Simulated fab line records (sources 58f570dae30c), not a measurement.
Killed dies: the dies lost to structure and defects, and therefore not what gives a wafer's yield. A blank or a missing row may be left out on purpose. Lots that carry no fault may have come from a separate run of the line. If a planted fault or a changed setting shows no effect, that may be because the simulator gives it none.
fab line records    flow berkeleyCmos170
record: lots: 15  wafers: 45  lastDay: 12
route steps=331 shown PLDD@154
lots that met no fault: taken from a fault-free run of the same line
startH: start of the lot's first displayed wafer, in hours after the record's first day    waitH: time in hours since the lot's previous step    " identical to the entry in the row above    L1.1+2: a single row standing in for several wafers    - no value, or no start given    * or withheld: withheld    < > ~ a bound
route shown NAME@n: names a module that has steps shown in the file, with the first one's number in the route    usual: mean and standard deviation over wafers with no fault    same: alike in all rows    chamber/n: place in a boat    sites: per-site readings    _std_site: standard deviation across them    _edge_site: mean of outer sites minus mean of inner sites    radiusMm: for every site, how far away it sits from the centre of the wafer    mask NAME#n: copy n    behind: the most recent tool/chamber to have shaped the wafer    hold: why the lot was held/for how many hours/how that ended    device: which transistor (n, p or np) failed to switch    end of line: the route-end tests of the same wafers    for a step that has no rows: nothing shown but its recipe    killed: count of dies lost to structure and defects at first sort (not the wafer's yield)    map: dies across one wafer; x = killed, . = not, _ = none there
set.NAME: setting as actually run; set.NAME@STEP: the setting as run at that earlier step    model.NAME: the simulator's own value behind a step, which no gauge read
route steps across a sampled set of lots; one table per step, one row per wafer
services: when a tool's chamber went out of use (startH, in hours from the record's first day, below 0 if earlier), for how many hours, and the reason
== steps ==
step: UCB170_PLDD_IMPLANT_09
recipe: species: BF2  doseCm2: 5e+13  energyKev: 10  tiltDeg: 7  rotationDeg: 180
same: implantIonAmu: 49
lot.wafer   tool          chamber  startH  waitH
L683.1+2+4  implanter-04  0        145.70  0.1
L687.1+3+6  implanter-01  0        167.86  0.1
L684.1+2+6  implanter-03  0        168.13  0.1
L686.1+2+5  implanter-01  0        168.41  0.1
L689.3+5+6  implanter-01  0        172.02  0.1
L691.1+2+6  implanter-03  0        191.97  0.1
L692.2+4+6  implanter-01  0        192.24  0.1
L690.1+2+6  implanter-04  0        192.33  0.1
L696.2+4+5  implanter-01  0        205.44  0.1
L696.2+4+5  implanter-01  0        205.76  0.3
L701.3+4+6  implanter-04  0        230.97  0.1
L701.3+4+6  implanter-04  0        231.28  0.3
L700.1+2+4  implanter-01  0        231.23  0.1
L702.3+4+6  implanter-03  0        231.52  0.1
L702.3+4+6  implanter-03  0        231.83  0.3
L703.1+4+6  implanter-01  0        245.52  0.1
L704.3+4+5  implanter-04  0        245.68  0.1
L705.1+4+5  implanter-01  0        245.91  0.1
step: UCB170_PLDD_TW_MEAS_11
usual: PLDD_TW: 1004/7.8
lot.wafer  tool          chamber  startH  waitH  PLDD_TW
L683.1     filmMetro-02  -        145.95  0.1    1000
L683.2     "             -        "       "      1005
L683.4     "             -        "       "      1007
L687.1     filmMetro-01  -        168.11  0.1    997
L687.3     "             -        "       "      987
L687.6     "             -        "       "      992
L684.1     filmMetro-02  -        168.38  0.1    1014
L684.2     "             -        "       "      1006
L684.6     "             -        "       "      1010
L686.1     filmMetro-01  -        168.66  0.1    992
L686.2     "             -        "       "      994
L686.5     "             -        "       "      996
L689.3     filmMetro-01  -        172.24  0.1    995
L689.5     "             -        "       "      991
L689.6     "             -        "       "      995
L691.1     filmMetro-03  -        192.22  0.1    1010
L691.2     "             -        "       "      1011
L691.6     "             -        "       "      1006
L692.2     filmMetro-01  -        192.47  0.1    997
L692.4     "             -        "       "      1000
L692.6     "             -        "       "      1003
L690.1     filmMetro-02  -        192.58  0.1    1011
L690.2     "             -        "       "      1011
L690.6     "             -        "       "      1010
L696.2     filmMetro-02  -        206.04  0.1    1150
L696.4     "             -        "       "      1147
L696.5     "             -        "       "      1143
L700.1     filmMetro-01  -        231.48  0.1    994
L700.2     "             -        "       "      994
L700.4     "             -        "       "      989
L701.3     filmMetro-02  -        231.60  0.1    1139
L701.4     "             -        "       "      1143
L701.6     "             -        "       "      1141
L702.3     filmMetro-01  -        232.05  0.1    1125
L702.4     "             -        "       "      1126
L702.6     "             -        "       "      1119
L703.1     filmMetro-03  -        245.77  0.1    1006
L703.4     "             -        "       "      1014
L703.6     "             -        "       "      1011
L704.3     filmMetro-01  -        245.90  0.1    1007
L704.4     "             -        "       "      1005
L704.5     "             -        "       "      1006
L705.1     filmMetro-01  -        246.16  0.1    1008
L705.4     "             -        "       "      1008
L705.5     "             -        "       "      1005
step: UCB170_SDANNEAL_RS_MEAS_04
recipe: thkMeasGauge: four-point-probe
usual: PLDD_RS: 1031.0/2.5
lot.wafer  tool          chamber  startH  waitH  PLDD_RS[ohm/sq]
L683.1     filmMetro-03  -        158.51  0.1    1032.3
L683.2     "             -        "       "      1032.1
L683.4     "             -        "       "      1030.5
L684.1     filmMetro-01  -        180.89  0.1    1027.0
L684.2     "             -        "       "      1029.5
L684.6     "             -        "       "      1028.1
L687.1     filmMetro-02  -        181.31  0.1    1031.1
L687.3     "             -        "       "      1031.6
L687.6     "             -        "       "      1032.9
L686.1     filmMetro-02  -        182.41  0.1    1027.8
L686.2     "             -        "       "      1033.8
L686.5     "             -        "       "      1030.6
L689.3     filmMetro-02  -        184.34  0.1    1031.2
L689.5     "             -        "       "      1030.0
L689.6     "             -        "       "      1027.5
L691.1     filmMetro-01  -        208.89  0.1    1034.8
L691.2     "             -        "       "      1034.5
L691.6     "             -        "       "      1032.4
L692.2     filmMetro-03  -        208.91  0.1    1028.1
L692.4     "             -        "       "      1028.4
L692.6     "             -        "       "      1030.6
L690.1     filmMetro-01  -        209.65  0.1    1030.5
L690.2     "             -        "       "      1030.4
L690.6     "             -        "       "      1032.9
L696.2     filmMetro-01  -        218.64  0.1    755.6
L696.4     "             -        "       "      752.8
L696.5     "             -        "       "      754.8
L701.3     filmMetro-01  -        246.73  0.1    757.8
L701.4     "             -        "       "      755.6
L701.6     "             -        "       "      757.3
L702.3     filmMetro-02  -        247.18  0.1    758.8
L702.4     "             -        "       "      756.9
L702.6     "             -        "       "      755.1
L700.1     filmMetro-03  -        247.20  0.1    1030.9
L700.2     "             -        "       "      1029.4
L700.4     "             -        "       "      1030.6
L704.3     filmMetro-02  -        258.81  0.1    1029.7
L704.4     "             -        "       "      1032.6
L704.5     "             -        "       "      1033.7
L703.1     filmMetro-03  -        259.22  0.1    1031.8
L703.4     "             -        "       "      1026.3
L703.6     "             -        "       "      1028.9
L705.1     filmMetro-01  -        259.65  0.1    1031.2
L705.4     "             -        "       "      1028.8
L705.5     "             -        "       "      1030.5
== services ==
tool          chamber  startH  hours  kind
implanter-01  -        136.04  28.5   repair
implanter-01  -        195.63  2.7    pm
implanter-03  -        217.38  5.6    pm
implanter-03  -        225.20  3.6    repair
implanter-03  -        242.27  7.1    repair
== key ==
firstSign: step: UCB170_PLDD_IMPLANT_09  reading: visit  direction: added
effect: step: UCB170_PLDD_TW_MEAS_11  reading: PLDD_TW  direction: up  sigmas: 17  usual: 1004  struck: 1137
effect: step: UCB170_SDANNEAL_RS_MEAS_04  reading: PLDD_RS  direction: down  sigmas: 99+  usual: 1031.0  struck: 756.1
metAt UCB170_PLDD_IMPLANT_09
struckLots L696,L701,L702
testerLeftOut L696,L701,L702
fault: kind: repeatedStepWhole  tool: implanter-01,implanter-03,implanter-04  chamber: -  onsetH: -  steps: UCB170_PLDD_IMPLANT_09  times: 1  scope: struckLotsOnly
testerLeftOut: of these lots the tester's yield and bins aren't shown, on N5 and GAA mostly nor the transistor test; their killed dies are dies lost to structure and defects alone, not to doping, threshold or leakage, so they don't give the yield
